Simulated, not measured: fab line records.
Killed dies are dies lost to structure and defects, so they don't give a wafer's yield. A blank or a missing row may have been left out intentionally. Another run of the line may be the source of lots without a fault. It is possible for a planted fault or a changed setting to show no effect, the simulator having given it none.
Split-lot experiment    flow rit-cmos    5 lots, 23 wafers read, on a route of 202 steps

== SPLIT DETAILS ==
At RIT_NSD_SOFTBAKE_02 (time 60 s), the setting temp-c was moved away from the recipe's 90 C on 6 of the 23 wafers read, by +3.0% to +4.0%. The other wafers ran this setting at the recipe's value.

The reading is taken at the split's own step.

== THE READING ==
NOVOLAK_of_NSD_COAT_01.thk-nm (the simulator's own value, which no gauge read), in nm, at RIT_NSD_SOFTBAKE_02 (time 60 s). There is no usual value for it anywhere in the file. Across the 17 wafers here that went through the recipe, the average is 1002.6 nm and the standard deviation 2 nm.

wafer   tool, chamber at the split  temp-c as run, C  against the recipe  NOVOLAK_of_NSD_COAT_01.thk-nm, nm  against lot-mates on the recipe
L080.2  litho-track-01, 0           92.74             +3.0%               996.7                              -8.3
L080.3  litho-track-01, 0           92.74             +3.0%               997.3                              -7.7
L080.4  litho-track-01, 0           90                recipe              1005                               -
L080.5  litho-track-01, 0           90                recipe              1005                               -
L080.6  litho-track-01, 0           92.74             +3.0%               997.2                              -7.8
L081.1  litho-track-02, 0           90                recipe              1003                               -
L081.2  litho-track-02, 0           90                recipe              1003                               -
L081.5  litho-track-02, 0           90                recipe              1003                               -
L081.6  litho-track-02, 0           90                recipe              1003                               -
L081.3  litho-track-02, 0           90                recipe              998                                -
L082.1  litho-track-02, 0           90                recipe              1003                               -
L082.3  litho-track-02, 0           90                recipe              1007                               -
L082.4  litho-track-02, 0           90                recipe              1002                               -
L082.6  litho-track-02, 0           90                recipe              1002                               -
L082.5  litho-track-02, 0           90                recipe              1004                               -
L083.1  litho-track-01, 0           90                recipe              1001                               -
L083.5  litho-track-01, 0           90                recipe              1001                               -
L083.3  litho-track-01, 0           90                recipe              1000                               -
L085.1  litho-track-02, 0           93.56             +4.0%               994.3                              -8.2
L085.2  litho-track-02, 0           93.56             +4.0%               993                                -9.5
L085.3  litho-track-02, 0           90                recipe              1002                               -
L085.5  litho-track-02, 0           93.56             +4.0%               995.4                              -7.1
L085.6  litho-track-02, 0           90                recipe              1003                               -

FIT RESULTS
A straight line over all 23 wafers: NOVOLAK_of_NSD_COAT_01.thk-nm changes by -2.02 nm for each +1% of temp-c; r = -0.87; the points scatter about the line by 1.9 nm.
The same after taking each lot's own level away (the mean of its wafers on the recipe; 23 wafers): -2.27 nm for each +1%; r = -0.93; scatter 1.5 nm.
On that fit, the largest move of temp-c shifts the reading by 9 nm.
Across the lots, their own levels run from 1000.67 to 1005.00 nm, a range of 2.2 times the standard deviation given above.
So the slope is not independent of the lot-to-lot level: the two fits are not the same.
Check: -9.24 nm against its lot-mates is what the line predicts for one of the wafers moved furthest among these (+4.0%) when that wafer is left out of the fit. Against them it came out at -8.2 nm.

== OTHER SPLITS APPLIED TO THESE WAFERS ==
Other splits were also applied to these wafers ahead of the reading. Each is held against what the fit with the lots' levels taken away leaves over:
other split on the same wafers   wafers away from the commonest value  r with NOVOLAK_of_NSD_COAT_01.thk-nm (lot level and that fit taken away)
RIT_NLDD_IMPLANT_08 dose-cm2     10                                    -0.16
RIT_SPACER_CVD_03 nh3-flow-sccm  15                                    +0.20

== THE FILE'S OWN FIT ==
NOVOLAK_of_NSD_COAT_01.thk-nm changes by -2.22 nm for each +1% of temp-c, r = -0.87.
